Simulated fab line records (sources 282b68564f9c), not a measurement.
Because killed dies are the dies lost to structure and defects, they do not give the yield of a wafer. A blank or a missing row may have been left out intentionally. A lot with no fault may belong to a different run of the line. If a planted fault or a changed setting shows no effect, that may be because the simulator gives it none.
Struck lot and sound lot, side by side | flow rit_cmos | 43 steps out of a route of 202
Sound: these wafers, L358.1, L358.2, L358.3. The struck wafers were L366.1, L366.5, L366.6. Last of all comes the cause.
Order at every step that has rows: each side's tool, ch and its chambers, its first start. Under that, the readings that differ: sound wafers | struck wafers | difference of the means | sigmas: that difference in standard deviations of wafers without a fault.
alike: a reading whose means differ by less than 2 such deviations, as well as words and numbers matching on both sides. not compared: withheld readings; readings where some wafer has no value; bounds like >300 that might hide an equal value; numbers whose values overlap and for which the record gives no deviation.
The two part at a step that has a row with sigmas, a row that says differs or no value, or rows on one side only. Numbers that have no deviation but don't overlap get no sigmas and don't part them. Lack of a reading on every wafer of one side parts them only where that side has two or more wafers.

RIT_GATE_CD_MEAS_16: target cd 150 nm.
  struck on cd_sem-01, day 4 19:13; sound on cd_sem-02, day 3 04:31
  alike: cd_nm
RIT_GATE_OVL_MEAS_17:
  struck on overlay-01, day 4 19:20; sound on overlay-02, day 3 04:38
  alike: GATE_OVL
then, 1 step without rows for these wafers: RIT_GATE_HARDBAKE_18 (time 60 s).
RIT_GATE_ETCH_19: etches poly-Si in SF6/CHF3/O2, stops on SiO2, time 161.2 s, target depth 312.5 nm.
  sound on rie_si-01 ch 0,1,2, day 3 04:50; struck on rie_si-01 ch 0,1,2, day 4 19:31
  alike: drypump_motor_current_A, he_backside_leak_sccm, oes_product_au, throttle_valve_pct
  not compared: rf_hours_counter_h
RIT_GATE_STRIP_20: strips in O2, time 180 s.
  sound on plasma_asher-02 ch 0,1, day 3 04:56; struck on plasma_asher-03 ch 0,1, day 4 19:38
  alike: drypump_motor_current_A
  not compared: rf_hours_counter_h
RIT_GATE_CD_MEAS_90: target cd 150 nm.
  struck on cd_sem-02, day 4 19:48; sound on cd_sem-01, day 3 05:07
  alike: cd_nm
then, 4 steps without rows for these wafers: RIT_REOX_CLEAN_00 (cleans in SC1, time 600 s); RIT_REOX_CLEAN_01 (cleans in dHF, time 30 s); RIT_REOX_CLEAN_02 (cleans in SC2, time 600 s); RIT_REOX_OXIDATION_03 (target thk 25.2 nm, ox time 5840 s).
RIT_REOX_THK_MEAS_04:
  struck on film_metro-02, day 4 22:50; sound on film_metro-02, day 3 08:12
  alike: REOX_OXIDE_THK
then, 1 step without rows for these wafers: RIT_NLDD_HMDS_00 (prime time 60 s).
RIT_NLDD_COAT_01: resist thk 1000 nm.
  sound on litho_track-04 ch 0, day 3 08:25; struck on litho_track-01, day 4 23:07
  no value came back on the struck wafers for chill_plate_temp_C (C), dispense_pressure_kPa (kPa); on the sound wafers chill_plate_temp_C (C) reads 22.89 22.93 22.97
then, 4 steps without rows for these wafers: RIT_NLDD_SOFTBAKE_02 (time 60 s); RIT_NLDD_EXPOSE_03 (exposes mask M7, target cd 40700 nm); RIT_NLDD_PEB_04; RIT_NLDD_DEVELOP_05 (develop time 50 s).
RIT_NLDD_OVL_MEAS_06:
  struck on overlay-02, day 4 23:49; sound on overlay-02, day 3 09:14
  reading       | sound          | struck | difference                    | sigmas
  NLDD_OVL (nm) | -0.5 -3.0 -0.2 | - - -  | no value on the struck wafers |
then, 2 steps without rows for these wafers: RIT_NLDD_HARDBAKE_07 (time 60 s); RIT_NLDD_IMPLANT_08.
RIT_NLDD_STRIP_09: strips in O2, time 180 s.
  sound on plasma_asher-03 ch 0,1, day 3 09:34; struck on plasma_asher-01 ch 0,1, day 5 00:11
  alike: drypump_motor_current_A
  not compared: rf_hours_counter_h
RIT_NLDD_TW_MEAS_10:
  struck on film_metro-01, day 5 00:22; sound on film_metro-02, day 3 09:44
  alike: NLDD_TW
then, 6 steps without rows for these wafers: RIT_PLDD_HMDS_00 (prime time 60 s); RIT_PLDD_COAT_01 (resist thk 1000 nm); RIT_PLDD_SOFTBAKE_02 (time 60 s); RIT_PLDD_EXPOSE_03 (exposes mask M8, target cd 40900 nm); RIT_PLDD_PEB_04; RIT_PLDD_DEVELOP_05 (develop time 49.22 s).
RIT_PLDD_OVL_MEAS_06:
  struck on overlay-02, day 5 01:27; sound on overlay-01, day 3 10:39
  alike: PLDD_OVL
then, 2 steps without rows for these wafers: RIT_PLDD_HARDBAKE_07 (time 60 s); RIT_PLDD_IMPLANT_08.
RIT_PLDD_STRIP_09: strips in O2, time 180 s.
  sound on plasma_asher-04 ch 0,1, day 3 10:59; struck on plasma_asher-02 ch 0,1, day 5 01:47
  alike: drypump_motor_current_A
  not compared: rf_hours_counter_h
RIT_PLDD_TW_MEAS_10:
  struck on film_metro-01, day 5 01:58; sound on film_metro-01, day 3 11:10
  reading | sound          | struck         | difference | sigmas
  PLDD_TW | 2309 2318 2311 | 2818 2821 2837 | +513       | +16
then, 4 steps without rows for these wafers: RIT_SPACER_CLEAN_00 (cleans in SC1, time 600 s); RIT_SPACER_CLEAN_01 (cleans in dHF, time 30 s); RIT_SPACER_CLEAN_02 (cleans in SC2, time 600 s); RIT_SPACER_CVD_03 (deposits Si3N4 from SiH2Cl2/NH3, target thk 250 nm, time 3300 s).
RIT_SPACER_THK_MEAS_04:
  struck on film_metro-04, day 5 04:27; sound on film_metro-01, day 3 15:11
  alike: SPACER_NITRIDE_THK
RIT_SPACER_ETCHBACK_05: etches Si3N4 in SF6/CHF3, stops on SiO2, target depth 250 nm, time 229.5 s.
  sound on rie_diel-04 ch 0,2,3, day 3 15:14; struck on rie_diel-01 ch 2,3, day 5 04:31
  alike: drypump_motor_current_A, oes_product_au, throttle_valve_pct
  not compared: rf_hours_counter_h
then, 3 steps without rows for these wafers: RIT_NSD_HMDS_00 (prime time 60 s); RIT_NSD_COAT_01 (resist thk 1000 nm); RIT_NSD_SOFTBAKE_02 (time 60 s).
RIT_NSD_TW_MEAS_10:
  struck on film_metro-02, day 5 06:11; sound on film_metro-03, day 3 16:52
  reading | sound          | struck         | difference | sigmas
  NSD_TW  | 3158 3167 3167 | 3350 3357 3342 | +186       | +5

WHERE THEY PART
Last at RIT_NSD_TW_MEAS_10 as far as this record goes, first at RIT_NLDD_COAT_01.

WHY: the cause the simulator had injected
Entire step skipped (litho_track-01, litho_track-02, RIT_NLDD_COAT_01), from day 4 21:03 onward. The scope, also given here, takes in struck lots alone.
